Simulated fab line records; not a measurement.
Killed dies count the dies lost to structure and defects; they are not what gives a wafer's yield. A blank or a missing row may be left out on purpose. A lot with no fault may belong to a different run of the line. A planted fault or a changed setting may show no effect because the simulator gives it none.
What tool caused it? | flow berkeley-cmos170 | 7 lots (21 wafers sampled), 1 step of a 331-step route

== WHAT EACH GAUGE READ, for each wafer ==
UCB170_NSD_CD_MEAS_06: target cd 1200 nm.
lot  | measured     | on        | cd-nm (nm)
L143 | day 7 23:16  | cd-sem-02 | 1202.7 1202.7 1202.7
L152 | day 9 17:56  | cd-sem-01 | 1198.6 1198.8 1199.6
L155 | day 9 18:50  | cd-sem-02 | 1202.8 1201.9 1202.8
L150 | day 9 19:03  | cd-sem-01 | 1202.5 1203.8 1203.5
L157 | day 10 21:32 | cd-sem-01 | 1200.9 1201.9 1201.7
L160 | day 12 19:58 | cd-sem-02 | 1201.4 1199.4 1200.1
L166 | day 13 11:38 | cd-sem-01 | 1201.4 1200.4 1201.6

== WHICH TOOL RAN EACH LOT (tool, then ch and the chambers of the sampled wafers, then the start) ==
The record shows no process step preceding these readings.

== THE ANSWER, worked out from the rows above alone ==
Rule: the lots themselves supply what counts as usual. The widest of any qualifying gaps counts: lots, ordered by their means at a reading, are off when they make up no more than a third of the lots, leave a main group of 4 or more, and stand apart from it by 3 or more times the standard deviation of that group's means. A main group whose means are all the same, to the digits that the tables above print for the reading, isn't used. A lot without any number at a reading at which 4 lots or more have one is off too. Any other lot the step has rows for is counted as sound.
No lot is off on any of the readings shown, so nothing can be concluded from this.

== WHAT THE SIMULATOR PUT IN ==
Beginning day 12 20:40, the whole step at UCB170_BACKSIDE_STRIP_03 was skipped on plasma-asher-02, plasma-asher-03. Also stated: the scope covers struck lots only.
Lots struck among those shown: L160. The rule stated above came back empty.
